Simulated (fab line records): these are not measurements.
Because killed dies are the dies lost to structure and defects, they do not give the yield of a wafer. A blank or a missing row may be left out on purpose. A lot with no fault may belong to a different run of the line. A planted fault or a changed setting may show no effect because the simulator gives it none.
The same fault as seen by 2 desks / flow rit-cmos / each desk has only its own numbers; what lay behind them comes last

THE METROLOGY DESK
Lot by lot, what the gauges showed, no matter which tool ran the lot: averages of those sampled wafers that carry a number. If a lot's mean is further than 4 standard deviations from the usual mean, the lot is out of limits and carries the mark OUT (the distance appears in the brackets).
Columns: A = M1_AL_RS at RIT_M1_RS_MEAS_01, usual 0.0732 ohm/sq; B = M1_AL_THK at RIT_M1_THK_MEAS_02, usual 402 nm
lot=L903; first seen here=day 3 08:55; A=0.0725; B=406
lot=L904; first seen here=day 3 14:28; A=0.0732; B=403
lot=L906; first seen here=day 3 20:49; A=0.0722; B=408
lot=L907; first seen here=day 4 03:52; A=0.0734; B=400
lot=L908; first seen here=day 4 10:37; A=0.0731; B=402
lot=L912; first seen here=day 5 09:26; A=0.0736; B=399
lot=L913; first seen here=day 5 14:21; A=0.0745; B=394
lot=L914; first seen here=day 5 17:22; A=0.0756; B=391
lot=L915; first seen here=day 5 22:15; A=0.0739; B=398
lot=L916; first seen here=day 6 03:11; A=0.0765 (+4.3) OUT; B=383 (-4.1) OUT
lot=L919; first seen here=day 6 16:02; A=0.0729; B=405
lot=L921; first seen here=day 7 01:29; A=0.0727; B=410
lot=L923; first seen here=day 7 13:13; A=0.0747; B=394
lot=L925; first seen here=day 7 21:14; A=0.0735; B=404
This desk reports L916 out of limits; the earliest was L916 at day 6 03:11 (M1_AL_RS at RIT_M1_RS_MEAS_01). L903, L904, L906, L907, L908, L912, L913, L914, L915, L919, L921, L923, L925: within limits.

AT THE TOOL OWNER'S DESK: pvd-sputter-03
The tool's own readings at RIT_M1_SPUTTER_00 (material Al, target thk 400 nm, time 500 s): means of the sampled wafers that have a number, for each lot that ran on this tool. If a lot's mean is further than 4 standard deviations from the usual mean, the lot is out of limits and carries the mark OUT (the distance appears in the brackets).
Columns: A = chamber-pressure-pa at RIT_M1_SPUTTER_00, usual 0.3999 Pa; B = throttle-valve-pct at RIT_M1_SPUTTER_00, usual 29.9 %
lot=L904; first seen here=day 3 14:09; A=0.4001; B=30.1
lot=L906; first seen here=day 3 20:29; A=0.4001; B=30.1
lot=L908; first seen here=day 4 10:18; A=0.3992; B=30.0
lot=L912; first seen here=day 5 09:07; A=0.3998; B=30.6
lot=L914; first seen here=day 5 17:05; A=0.4542 (+65) OUT; B=28.9
lot=L916; first seen here=day 6 02:52; A=0.4539 (+64) OUT; B=29.3
This desk's verdict: out of limits on L914, L916, starting with L914 at day 5 17:05 (chamber-pressure-pa at RIT_M1_SPUTTER_00). L904, L906, L908, L912: within limits.

PUT TOGETHER
At day 5 17:05, on L914, L916, the tool owner's desk was in a position to raise an alarm.
The metrology desk could have raised an alarm at day 6 03:11, on L916.
The metrology desk holds a record of L914, inside its limits.
The lots listed all ran RIT_M1_SPUTTER_00 on pvd-sputter-03.

WHAT WAS PUT IN BY THE SIMULATOR
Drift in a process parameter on pvd-sputter-03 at RIT_M1_SPUTTER_00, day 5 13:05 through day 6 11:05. Setting chamber-pressure-pa, moved by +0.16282, from 0.4. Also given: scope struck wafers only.
Struck lots among those shown: L914, L916.
Fault start to first reading out of limits, in hours, per desk: tool owner, 4; metrology, 14.
